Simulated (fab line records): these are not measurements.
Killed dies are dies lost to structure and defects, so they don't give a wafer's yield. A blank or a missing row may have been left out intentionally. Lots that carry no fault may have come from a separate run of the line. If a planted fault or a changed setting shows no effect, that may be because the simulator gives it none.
fab line records | flow berkeley_cmos170
[record] lots = 14 wafers = 42 last_day = 13
route steps=331 shown PLDD@153
lots that met no fault: from a run of the same line without faults
start_h: start of the lot's first displayed wafer, in hours after the record's first day | wait_h: hours from the lot's prior step to this one | " identical to the entry in the row above | L1.1+2: a row that stands for several wafers | - value missing, or start not given | * or withheld: withheld | < > ~ a bound
route shown NAME@n: NAME is a module with steps in the file, n the number in the route of the first one | usual: mean/standard deviation taken from wafers without a fault | same: alike in all rows | chamber/n: place in a boat | sites: per-site readings | _std_site: standard deviation across them | _edge_site: the outer-site mean with the inner-site mean subtracted | radius_mm: how far each site lies from the wafer's centre | mask NAME#n: copy n | behind: the last tool/chamber to shape the wafer | hold: why the lot was held/for how many hours/how that ended | device: transistor that didn't switch, given as n, p or np | end of line: the tests these same wafers got at the end of their route | a step with no rows: only its recipe | killed: dies that structure and defects cost at the first sort, which is not the same as the wafer's yield | map: per-die view of a wafer (x killed, . not killed, _ where there is no die)
set.NAME: setting as actually run; set.NAME@STEP: the setting as run at that earlier step | model.NAME: the simulator's own value behind a step, which no gauge read
the route's steps for a sample of lots (tables are steps, rows are wafers)
services: when a tool's chamber went out of use (start_h, in hours from the record's first day, below 0 if earlier), for how many hours, and the reason
[[steps]]
[step UCB170_PLDD_IMPLANT_08]
[recipe] species = BF2 dose_cm2 = 5e+13 energy_kev = 10 tilt_deg = 7 rotation_deg = 0
[usual] dose_ions_cm2 = 4.999e+13/5.4e+10 faraday_current_uA = 159/3.5
[same] implant_ion_amu = 49
// columns lot.wafer tool chamber start_h wait_h dose_ions_cm2 faraday_current_uA
L973.2 implanter-03 0 149.16 0.0 4.998e+13 158
L973.3 " 0 " " 4.994e+13 159
L973.5 " 0 " " 4.989e+13 161
L976.2 implanter-03 0 155.71 0.0 4.995e+13 153
L976.4 " 0 " " 4.997e+13 164
L976.5 " 0 " " 4.999e+13 162
L975.2 implanter-04 0 156.43 0.0 4.987e+13 154
L975.4 " 0 " " 4.994e+13 153
L975.6 " 0 " " 5e+13 161
L974.3 implanter-02 0 156.78 0.1 5.006e+13 162
L974.5 " 0 " " 5.001e+13 157
L974.6 " 0 " " 5.01e+13 162
L977.2 implanter-03 0 174.35 0.0 5.002e+13 159
L977.4 " 0 " " 4.998e+13 163
L977.6 " 0 " " 4.999e+13 160
L980.2 implanter-03 0 183.81 0.0 5e+13 156
L980.3 " 0 " " 4.992e+13 162
L980.4 " 0 " " 5.005e+13 151
L984.2 implanter-02 0 188.27 0.0 5.002e+13 163
L984.3 " 0 " " 4.992e+13 162
L984.4 " 0 " " 4.992e+13 159
L983.2 implanter-03 0 188.55 0.0 4.999e+13 158
L983.3 " 0 " " 5.005e+13 157
L983.4 " 0 " " 4.996e+13 159
L982.1 implanter-03 0 189.26 0.0 5.797e+13 190
L982.2 " 0 " " 5.797e+13 187
L982.5 " 0 " " 5.802e+13 179
L987.1 implanter-04 0 219.39 0.0 4.992e+13 159
L987.3 " 0 " " 4.992e+13 161
L987.4 " 0 " " 4.993e+13 157
L989.1 implanter-03 0 232.89 0.0 5.804e+13 186
L989.2 " 0 " " 5.805e+13 185
L989.5 " 0 " " 5.793e+13 189
L993.3 implanter-04 0 247.99 0.1 4.996e+13 159
L993.4 " 0 " " 4.995e+13 166
L993.6 " 0 " " 4.994e+13 154
L995.1 implanter-04 0 251.12 0.0 5.002e+13 161
L995.4 " 0 " " 4.997e+13 156
L995.6 " 0 " " 5.001e+13 156
L996.1 implanter-02 0 274.86 0.0 5.007e+13 158
L996.2 " 0 " " 5.012e+13 161
L996.4 " 0 " " 4.995e+13 161
[step UCB170_PLDD_TW_MEAS_11]
[usual] PLDD_TW = 1006/5.1
// columns lot.wafer tool chamber start_h wait_h PLDD_TW
L973.2 film_metro-03 - 149.54 0.1 1000
L973.3 " - " " 1003
L973.5 " - " " 1001
L976.2 film_metro-04 - 156.09 0.1 1013
L976.4 " - " " 1011
L976.5 " - " " 1010
L975.2 film_metro-04 - 156.82 0.1 1018
L975.4 " - " " 1011
L975.6 " - " " 1017
L974.3 film_metro-02 - 157.15 0.1 1004
L974.5 " - " " 1006
L974.6 " - " " 1009
L977.2 film_metro-03 - 174.73 0.1 1001
L977.4 " - " " 1003
L977.6 " - " " 1006
L980.2 film_metro-04 - 184.19 0.1 1017
L980.3 " - " " 1017
L980.4 " - " " 1011
L984.2 film_metro-02 - 188.66 0.1 1006
L984.3 " - " " 1002
L984.4 " - " " 1005
L983.2 film_metro-02 - 188.93 0.1 992
L983.3 " - " " 999
L983.4 " - " " 996
L982.1 film_metro-02 - 189.66 0.1 1025
L982.2 " - " " 1027
L982.5 " - " " 1023
L987.1 film_metro-03 - 219.79 0.1 1005
L987.3 " - " " 995
L987.4 " - " " 1000
L989.1 film_metro-03 - 233.29 0.1 1030
L989.2 " - " " 1024
L989.5 " - " " 1020
L993.3 film_metro-03 - 248.36 0.1 1001
L993.4 " - " " 1001
L993.6 " - " " 1008
L995.1 film_metro-04 - 251.52 0.1 1011
L995.4 " - " " 1011
L995.6 " - " " 1009
L996.1 film_metro-03 - 275.26 0.1 1008
L996.2 " - " " 1008
L996.4 " - " " 1009
[step UCB170_SDANNEAL_RS_MEAS_04]
[recipe] thk_meas_gauge = four-point-probe
[usual] PLDD_RS = 1031.8/2.8
// columns lot.wafer tool chamber start_h wait_h PLDD_RS[ohm/sq]
L973.2 film_metro-02 - 163.24 0.1 1030.7
L973.3 " - " " 1032.6
L973.5 " - " " 1032.8
L976.2 film_metro-04 - 168.63 0.1 1032.7
L976.4 " - " " 1032.8
L976.5 " - " " 1031.5
L975.2 film_metro-03 - 168.82 0.1 1029.6
L975.4 " - " " 1032.4
L975.6 " - " " 1030.9
L974.3 film_metro-04 - 169.35 0.1 1030.1
L974.5 " - " " 1029.9
L974.6 " - " " 1031.7
L977.2 film_metro-02 - 191.76 0.1 1035.9
L977.4 " - " " 1038.9
L977.6 " - " " 1036.3
L980.2 film_metro-03 - 202.40 0.1 1028.7
L980.3 " - " " 1031.7
L980.4 " - " " 1033.4
L984.2 film_metro-04 - 202.71 0.1 1028.0
L984.3 " - " " 1029.7
L984.4 " - " " 1031.3
L983.2 film_metro-02 - 203.00 0.1 1032.6
L983.3 " - " " 1030.4
L983.4 " - " " 1030.5
L982.1 film_metro-04 - 203.27 0.1 966.2
L982.2 " - " " 966.6
L982.5 " - " " 966.5
L987.1 film_metro-02 - 233.41 0.1 1036.7
L987.3 " - " " 1037.9
L987.4 " - " " 1039.8
L989.1 film_metro-03 - 247.33 0.1 972.6
L989.2 " - " " 971.1
L989.5 " - " " 973.0
L993.3 film_metro-02 - 262.16 0.1 1030.7
L993.4 " - " " 1032.4
L993.6 " - " " 1029.4
L995.1 film_metro-02 - 262.73 0.1 1030.5
L995.4 " - " " 1036.5
L995.6 " - " " 1032.2
L996.1 film_metro-03 - 288.43 0.1 1033.0
L996.2 " - " " 1031.1
L996.4 " - " " 1031.4
[[services]]
// columns tool chamber start_h hours kind
implanter-04 - 191.84 2.4 pm
implanter-02 - 205.82 4.1 pm
implanter-03 - 218.69 4.4 pm
implanter-03 - 237.12 2.3 repair
implanter-02 - 239.96 2.3 repair
implanter-03 - 259.84 4.6 pm
[[key]]
[first_sign] step = UCB170_PLDD_IMPLANT_08 reading = dose_ions_cm2 direction = up sigmas = 99+ usual = 4.999e+13 struck = 5.8e+13
[effect] step = UCB170_PLDD_IMPLANT_08 reading = faraday_current_uA direction = up sigmas = 7.8 usual = 159 struck = 186
[effect] step = UCB170_PLDD_TW_MEAS_11 reading = PLDD_TW direction = up sigmas = 3.6 usual = 1006 struck = 1025
[effect] step = UCB170_SDANNEAL_RS_MEAS_04 reading = PLDD_RS direction = down sigmas = 22 usual = 1031.8 struck = 969.3
met_at UCB170_PLDD_IMPLANT_08
struck_lots L982,L989
tester_left_out L982,L989
onset_between 188.55 189.26
[fault] kind = process_parameter_drift tool = implanter-03 chamber = - onset_h = 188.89 steps = UCB170_PLDD_IMPLANT_08 channel = dose_cm2 offset = 8e+12 shape = step end_h = 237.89 acts_in = these_recipes_only stated = 5e+13
// tester_left_out: of these lots the tester's yield and bins aren't shown, on N5 and GAA mostly nor the transistor test; their killed dies are dies lost to structure and defects alone, not to doping, threshold or leakage, so they don't give the yield
